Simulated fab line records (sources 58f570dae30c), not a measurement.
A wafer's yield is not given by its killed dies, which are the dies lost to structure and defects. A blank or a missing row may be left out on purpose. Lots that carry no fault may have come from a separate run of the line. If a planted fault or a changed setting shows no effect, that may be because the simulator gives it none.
Which of the tools did it? -- flow berkeley_cmos170 -- 42 wafers from 14 lots sampled at 4 of the route's 331 steps

WHAT THE GAUGES SHOWED, per wafer
UCB170_NLDD_CD_MEAS_06: target cd 1200 nm.
lot,measured,on,cd_nm (nm)
L560,day 7 17:13,cd_sem-02,1200.6 1200.7 1200.7
L561,day 7 17:40,cd_sem-02,1201.8 1202.0 1199.8
L558,day 7 18:30,cd_sem-01,1202.0 1203.0 1201.9
L556,day 7 18:36,cd_sem-02,1199.0 1199.3 1199.7
L562,day 8 15:56,cd_sem-01,1198.6 1198.4 1199.8
L563,day 8 21:25,cd_sem-01,1200.4 1200.5 1200.2
L565,day 8 21:46,cd_sem-01,1199.8 1199.7 1197.8
L566,day 9 13:36,cd_sem-01,1201.3 1200.9 1200.1
L567,day 9 14:11,cd_sem-02,1199.5 1199.8 1199.5
L570,day 10 06:40,cd_sem-02,1196.6 1197.8 1197.1
L569,day 10 06:44,cd_sem-02,1199.6 1198.7 1199.9
L576,day 11 12:54,cd_sem-02,1198.8 1197.0 1197.1
L579,day 12 03:30,cd_sem-02,1199.3 1199.4 1200.0
L578,day 12 04:40,cd_sem-01,1200.0 1199.2 1200.0

UCB170_V1_OVL_MEAS_13.
lot,measured,on,V1_OVL (nm)
L560,day 8 20:59,overlay-01,3 -2 0
L561,day 8 21:40,overlay-01,2 6 -1
L558,day 8 23:07,overlay-02,1 7 1
L556,day 8 21:47,overlay-02,11 3 4
L562,day 9 14:06,overlay-02,-5 4 -4
L563,day 9 22:19,overlay-01,-6 -7 -4
L565,day 10 00:23,overlay-02,2 0 5
L566,day 10 13:43,overlay-01,-9 1 -4
L567,day 10 15:10,overlay-01,3 0 2
L570,day 11 06:35,overlay-02,3 5 -5
L569,day 11 05:16,overlay-01,-5 -2 4
L576,day 12 15:10,overlay-01,3 -6 -1
L579,day 13 03:05,overlay-02,0 1 7
L578,day 13 04:38,overlay-01,10 3 -1

UCB170_V2_THK_MEAS_04.
lot,measured,on,V2_POLISHED_THK (nm)
L560,day 9 01:23,film_metro-02,1001.0 1001.3 1001.0
L561,day 9 02:03,film_metro-02,999.5 1001.1 999.1
L558,day 9 03:00,film_metro-03,1000.5 999.5 998.8
L556,day 9 02:10,film_metro-03,999.6 1000.3 1002.4
L562,day 9 17:54,film_metro-03,1001.4 1000.1 1000.5
L563,day 10 02:27,film_metro-02,999.9 1000.0 1000.1
L565,day 10 07:01,film_metro-02,999.0 999.8 998.4
L566,day 10 18:05,film_metro-04,999.0 999.7 998.3
L567,day 10 19:23,film_metro-02,999.8 1000.2 1000.2
L570,day 11 11:04,film_metro-02,1001.5 1001.6 998.3
L569,day 11 08:52,film_metro-02,1000.5 1000.7 1000.0
L576,day 12 19:09,film_metro-04,999.6 998.5 999.3
L579,day 13 07:10,film_metro-04,1001.0 1001.1 1000.8
L578,day 13 08:21,film_metro-04,1001.4 1002.0 1002.0

TOOL THAT RAN EACH LOT (tool first, then ch and the chambers of the sampled wafers, then the start)
lot,UCB170_NSD_DEVELOP_05
L560,"litho_track-01 ch 0, day 8 04:00"
L561,"litho_track-04 ch 0, day 8 04:00"
L558,"litho_track-04 ch 0, day 8 04:00"
L556,"litho_track-01 ch 0, day 8 04:00"
L562,"litho_track-04 ch 0, day 8 23:00"
L563,"litho_track-04 ch 0, day 9 09:00"
L565,"litho_track-02 ch 0, day 9 09:00"
L566,"litho_track-04 ch 0, day 10 00:00"
L567,"litho_track-01 ch 0, day 10 00:00"
L570,"litho_track-01 ch 0, day 10 15:00"
L569,"litho_track-04 ch 0, day 10 15:00"
L576,"litho_track-01, day 12 01:00"
L579,"litho_track-02, day 12 13:00"
L578,"litho_track-01 ch 0, day 12 14:00"
- UCB170_NSD_DEVELOP_05: develop time 45 s.

WHAT THE TOOLS THEMSELVES READ (means of the sampled wafers that have a number; where no wafer has one, the mark that the record gives instead)
UCB170_NSD_DEVELOP_05.
lot,tool,chill_plate_temp_C (C)
L560,litho_track-01,23.00
L561,litho_track-04,23.03
L558,litho_track-04,22.98
L556,litho_track-01,22.92
L562,litho_track-04,23.02
L563,litho_track-04,22.82
L565,litho_track-02,22.93
L566,litho_track-04,22.90
L567,litho_track-01,22.87
L570,litho_track-01,23.10
L569,litho_track-04,23.09
L576,litho_track-01,-
L579,litho_track-02,-
L578,litho_track-01,23.15

THE ANSWER, worked out from the rows above alone
Rule: the lots themselves supply what counts as usual. Put in order of their means at a reading, lots are off if they are a third of the lots or fewer, leave a main group of 4 or more, and stand apart from it by a gap of 3 or more times the standard deviation of the main group's means; of several such gaps the widest counts. Not used: any main group whose means are identical at the precision the tables above print for the reading. Also off: a lot with no number at a reading for which 4 or more lots have one. The other lots that the step has rows for count as sound. The gauges are gone through in route order, then the tools' own readings, and for those a lot's mean is taken as printed above. The first step at which some lot is off is used, and at that step the reading that is off furthest; a lot without a number counts as furthest.
Off: L576, L579, at UCB170_NSD_DEVELOP_05 (chill_plate_temp_C). Without a number there: L576, L579. Mean 22.98 C and standard deviation 0.096 in the main group.
If a tool, at that step or one of the process steps before it, ran each lot that is off and ran no sound lot following the first of them, it fits. Of those tried, none fits.

WHAT HAD BEEN PUT IN BY THE SIMULATOR
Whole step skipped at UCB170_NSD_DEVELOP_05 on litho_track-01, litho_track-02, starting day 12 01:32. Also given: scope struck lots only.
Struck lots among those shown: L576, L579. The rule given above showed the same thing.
